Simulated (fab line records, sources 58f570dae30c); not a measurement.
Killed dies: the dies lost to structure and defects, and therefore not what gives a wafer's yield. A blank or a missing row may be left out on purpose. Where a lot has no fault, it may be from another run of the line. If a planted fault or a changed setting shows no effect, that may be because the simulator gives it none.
Which tool did it? :: flow berkeley_cmos170 :: 42 wafers from 14 lots sampled at 2 of the route's 331 steps

WHAT THE GAUGES SHOWED, per wafer
UCB170_SDANNEAL_RS_MEAS_04: measurement is done with a four-point probe. Usual: PLDD_RS 1030.5 ohm/sq, standard deviation 2.4.
lot: L441
measured: day 8 08:16
on: film_metro-01
PLDD_RS (ohm/sq): 1030.8 1033.1 1032.7
flag: 

lot: L440
measured: day 8 08:16
on: film_metro-04
PLDD_RS (ohm/sq): 1030.9 1026.2 1028.7
flag: 

lot: L439
measured: day 8 08:32
on: film_metro-03
PLDD_RS (ohm/sq): 1028.5 1030.7 1031.4
flag: 

lot: L442
measured: day 8 08:51
on: film_metro-01
PLDD_RS (ohm/sq): 1031.9 1033.4 1030.5
flag: 

lot: L445
measured: day 9 08:11
on: film_metro-03
PLDD_RS (ohm/sq): 1032.2 1033.3 1030.9
flag: 

lot: L444
measured: day 9 08:59
on: film_metro-01
PLDD_RS (ohm/sq): 1027.2 1023.0 1026.2
flag: 

lot: L451
measured: day 9 23:34
on: film_metro-03
PLDD_RS (ohm/sq): 1018.2 1018.4 1024.2
flag: OFF

lot: L450
measured: day 10 00:03
on: film_metro-03
PLDD_RS (ohm/sq): 1028.6 1029.9 1029.1
flag: 

lot: L449
measured: day 9 23:47
on: film_metro-01
PLDD_RS (ohm/sq): 1023.8 1022.1 1019.5
flag: OFF

lot: L457
measured: day 12 00:47
on: film_metro-04
PLDD_RS (ohm/sq): 1029.7 1029.0 1027.3
flag: 

lot: L459
measured: day 12 01:17
on: film_metro-01
PLDD_RS (ohm/sq): 1032.3 1033.9 1033.2
flag: 

lot: L461
measured: day 12 01:43
on: film_metro-04
PLDD_RS (ohm/sq): 1029.5 1029.4 1032.5
flag: 

lot: L460
measured: day 12 07:47
on: film_metro-01
PLDD_RS (ohm/sq): 1036.1 1035.8 1032.5
flag: 

lot: L458
measured: day 12 08:34
on: film_metro-01
PLDD_RS (ohm/sq): 1031.0 1026.9 1027.2
flag: 

EACH LOT AND THE TOOL THAT RAN IT (in order: tool; ch and the chambers of the sampled wafers; start)
lot: L441
UCB170_PLDD_IMPLANT_09: implanter-03 ch 0, day 7 18:41

lot: L440
UCB170_PLDD_IMPLANT_09: implanter-04 ch 0, day 7 18:52

lot: L439
UCB170_PLDD_IMPLANT_09: implanter-04 ch 0, day 7 19:27

lot: L442
UCB170_PLDD_IMPLANT_09: implanter-02 ch 0, day 7 19:45

lot: L445
UCB170_PLDD_IMPLANT_09: implanter-03 ch 0, day 8 19:31

lot: L444
UCB170_PLDD_IMPLANT_09: implanter-02 ch 0, day 8 19:53

lot: L451
UCB170_PLDD_IMPLANT_09: implanter-02 ch 0, day 9 09:31

lot: L450
UCB170_PLDD_IMPLANT_09: implanter-04 ch 0, day 9 09:32

lot: L449
UCB170_PLDD_IMPLANT_09: implanter-02 ch 0, day 9 09:53

lot: L457
UCB170_PLDD_IMPLANT_09: implanter-03 ch 0, day 11 11:22

lot: L459
UCB170_PLDD_IMPLANT_09: implanter-03 ch 0, day 11 11:52

lot: L461
UCB170_PLDD_IMPLANT_09: implanter-04 ch 0, day 11 12:14

lot: L460
UCB170_PLDD_IMPLANT_09: implanter-03 ch 0, day 11 15:10

lot: L458
UCB170_PLDD_IMPLANT_09: implanter-04 ch 0, day 11 15:28
- UCB170_PLDD_IMPLANT_09

WHAT THE TOOLS THEMSELVES READ (means of the sampled wafers that have a number; where no wafer has one, the mark that the record gives instead)
UCB170_PLDD_IMPLANT_09. Usual: 5e+13 for dose_ions_cm2, sd 6.2e+10.
lot: L441
tool: implanter-03
dose_ions_cm2: 5e+13
flag: 

lot: L440
tool: implanter-04
dose_ions_cm2: 5e+13
flag: 

lot: L439
tool: implanter-04
dose_ions_cm2: 5e+13
flag: 

lot: L442
tool: implanter-02
dose_ions_cm2: 5e+13
flag: 

lot: L445
tool: implanter-03
dose_ions_cm2: 5e+13
flag: 

lot: L444
tool: implanter-02
dose_ions_cm2: 5e+13
flag: 

lot: L451
tool: implanter-02
dose_ions_cm2: 5e+13
flag: 

lot: L450
tool: implanter-04
dose_ions_cm2: 5e+13
flag: 

lot: L449
tool: implanter-02
dose_ions_cm2: 5e+13
flag: 

lot: L457
tool: implanter-03
dose_ions_cm2: 5e+13
flag: 

lot: L459
tool: implanter-03
dose_ions_cm2: 5e+13
flag: 

lot: L461
tool: implanter-04
dose_ions_cm2: 5e+13
flag: 

lot: L460
tool: implanter-03
dose_ions_cm2: 5e+13
flag: 

lot: L458
tool: implanter-04
dose_ions_cm2: 5e+13
flag: 

THE ANSWER, worked out from the rows above alone
Rule: take the mean of a lot's wafers that have a number; if it is more than 3 standard deviations from the usual mean, the lot is off. Also off: a lot with no number at a reading for which 4 or more lots have one. Where the step has rows for the other lots, those lots are counted as sound. After the gauges, taken in route order, come the tools' own readings; for these a lot's mean is taken, as printed above. The first step at which some lot is off is used, and at that step the reading that is off furthest; a lot without a number counts as furthest.
Off: L451, L449, at UCB170_SDANNEAL_RS_MEAS_04 (PLDD_RS).
A tool fits if, at a process step before that reading, it ran every lot that is off, and no sound lot after the first of them. The gauges at UCB170_SDANNEAL_RS_MEAS_04 are tried like those tools. One fits: UCB170_PLDD_IMPLANT_09 on implanter-02. A fault onset in the window from L444 (day 8 19:53, its last sound lot) to L451 (day 9 09:31, its first lot off) fits.

WHAT HAD BEEN PUT IN BY THE SIMULATOR
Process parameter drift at UCB170_PLDD_IMPLANT_09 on implanter-02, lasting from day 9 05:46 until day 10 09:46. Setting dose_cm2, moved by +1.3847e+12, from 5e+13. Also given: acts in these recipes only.
Lots struck among those shown: L451, L449. The same result came from the rule above.
